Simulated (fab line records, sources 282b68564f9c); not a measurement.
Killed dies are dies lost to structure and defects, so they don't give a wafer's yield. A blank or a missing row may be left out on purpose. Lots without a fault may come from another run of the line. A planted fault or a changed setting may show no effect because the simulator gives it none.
Problem report in the 8D (eight disciplines) form, filled by code | flow rit_cmos | the parts of the form that need people (team, actions taken, sign-off) are left out

1. THE PROBLEM
PRETRO_TW at RIT_PRETRO_TW_MEAS_10 reads a mean of 528.5 on 6 wafers of 2 lots; wafers without a fault read 479.1 with a standard deviation of 2.6. That is +19 standard deviations from the usual mean.
First seen on wafer L210.2, day 5 00:44, on film_metro-02. The record holds 42 wafers of 14 lots with a number at this step. Rule for "out", or "out of limits": more than 4 standard deviations from the usual mean. The other wafers with a number count as sound.

2. WHAT IT IS AND WHAT IT IS NOT
question                    | is                     | is not
which readings at this step | PRETRO_TW              | -
which lots                  | L210, L212             | L197, L200, L201, L202, L204, L207, L208, L214, L216, L217, L218, L219
which wafers of those lots  | all that have a number | -
read on which gauges        | film_metro-02          | film_metro-03, film_metro-04
when                        | from day 5 00:44       | up to then (21 sound wafers); but 15 sound wafers of L214, L216, L217, L218, L219 came after

3. SUSPECTS, AND WHAT RULES EACH OUT
Counting: a tool at a process step up to the reading stays a suspect if it ran every lot that is out and no sound lot after the first of them.
- the gauge at RIT_PRETRO_TW_MEAS_10: ruled out. All the wafers that are out were read on film_metro-02, but those of them that RIT_PRETRO_IMPLANT_08 has rows for are out there too, on other tools.
- implanter-02 at RIT_PRETRO_IMPLANT_08: kept. It ran every lot that is out, first L210 (day 5 00:26), and no sound lot after that; its last sound lot up to then is L204 (day 3 18:25). Its own readings are out on those wafers: dose_ions_cm2, faraday_current_uA.
Left after counting: implanter-02 at RIT_PRETRO_IMPLANT_08.

4. THE CAUSE (what the simulator had put in)
Process parameter drift: implanter-02, from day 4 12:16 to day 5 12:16, at RIT_PRETRO_IMPLANT_08. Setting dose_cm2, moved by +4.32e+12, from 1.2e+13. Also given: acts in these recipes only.
Counting left only this tool.

5. THE CHAIN OF EFFECTS, in route order
Each row: a reading whose mean over the struck wafers that have a number lies more than 3 standard deviations from the usual. Only readings for which the record gives a usual standard deviation are gone through. hours: the time from each lot's start at the first step in this table that gives one to its start at this step, as a median over the lots. sigmas: the change in usual standard deviations.
hours | step                  | reading            | usual      | on struck wafers | change      | sigmas
0     | RIT_PRETRO_IMPLANT_08 | dose_ions_cm2      | 1.1999e+13 | 1.6325e+13       | +4.3263e+12 | +99 or more
0     | RIT_PRETRO_IMPLANT_08 | faraday_current_uA | 37.9       | 51.2             | +13.3       | +16
0     | RIT_PRETRO_TW_MEAS_10 | PRETRO_TW          | 479.1      | 528.5            | +49.4       | +19
The process steps in it:
- RIT_PRETRO_IMPLANT_08

6. WHAT WOULD HAVE CAUGHT IT SOONER
In this record the first reading out of limits at a measuring or inspecting step was taken at day 5 00:44, 12 hours after the fault began at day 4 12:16.
The tool's own readings at RIT_PRETRO_IMPLANT_08 were out on every struck wafer that the step has a row for (dose_ions_cm2, faraday_current_uA): an alarm limit on them would have fired on the first of those.
Of the lots that are out (2), L212 began RIT_PRETRO_IMPLANT_08 on implanter-02 after day 5 00:44. A hold on the tool at that time would have spared it.
